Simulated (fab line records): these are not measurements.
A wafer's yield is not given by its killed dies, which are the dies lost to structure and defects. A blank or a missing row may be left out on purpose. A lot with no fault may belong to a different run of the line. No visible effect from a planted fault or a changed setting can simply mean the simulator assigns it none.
One fault seen from 2 desks / flow rit cmos / numbers are kept per desk, each desk with only its own; the story behind them comes last

## FOR THE TOOL OWNER'S DESK: plasma asher-03
The tool's own readings at RIT_NWELL_STRIP_09 (strips in O2, time 180 s): means of the sampled wafers that have a number, for each lot that ran on this tool. If a lot's mean is further than 4 standard deviations from the usual mean, the lot is out of limits and carries the mark OUT (the distance appears in the brackets).
Columns: A = drypump motor current A at RIT_NWELL_STRIP_09, usual 5.9 A; B = run length s at RIT_NWELL_STRIP_09, usual 208.2 s
lot=L181; first seen here=day 2 11:52; A=6.0; B=208.5
lot=L184; first seen here=day 3 03:19; A=5.7; B=72.4 (-99 or more) OUT
lot=L196; first seen here=day 5 14:59; A=6.0; B=208.6
lot=L199; first seen here=day 6 05:45; A=6.4; B=208.2
This desk's verdict: out of limits on L184, starting with L184 at day 3 03:19 (run length s at RIT_NWELL_STRIP_09). L181, L196, L199 stayed within limits.

## METROLOGY DESK
What the gauges read for every lot (on any tool): the sampled wafers with a number, averaged. If a lot's mean is further than 4 standard deviations from the usual mean, the lot is out of limits and carries the mark OUT (the distance appears in the brackets).
Columns: A = cd nm at RIT_ACTIVE_CD_MEAS_90, usual 1399.5 nm; B = PWELL_TW at RIT_PWELL_TW_MEAS_10, usual 962
lot=L179; first seen here=day 1 20:08; A=1403.1; B=954
lot=L180; first seen here=day 2 01:13; A=1398.2; B=973
lot=L181; first seen here=day 2 06:12; A=1398.4; B=942
lot=L183; first seen here=day 2 16:10; A=1400.3; B=944
lot=L184; first seen here=day 2 21:02; A=1401.9; B=953
lot=L187; first seen here=day 3 12:04; A=1398.0; B=970
lot=L190; first seen here=day 4 03:05; A=1399.6; B=964
lot=L192; first seen here=day 4 13:08; A=1401.7; B=977
lot=L194; first seen here=day 4 23:02; A=1402.8; B=959
lot=L195; first seen here=day 5 04:10; A=1398.0; B=973
lot=L196; first seen here=day 5 09:11; A=1393.8; B=973
lot=L199; first seen here=day 6 00:01; A=1402.2; B=938
lot=L201; first seen here=day 6 10:10; A=1398.3; B=978
This desk's finding: nothing out of limits on any of the 13 lots.

## TAKEN TOGETHER
The tool owner's desk could have raised an alarm at day 3 03:19, on L184.
At the metrology desk, nothing out of limits was observed.
The metrology desk has L184 on record, within its limits.
All the named lots went through RIT_NWELL_STRIP_09 on plasma asher-03.

## WHAT THE SIMULATOR HAD PUT IN
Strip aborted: plasma asher-03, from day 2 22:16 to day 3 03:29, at RIT_NWELL_STRIP_09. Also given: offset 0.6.
Lots struck among those shown: L184.
How many hours passed from the start of the fault until each desk's first out-of-limits reading: the tool owner's desk, 5.
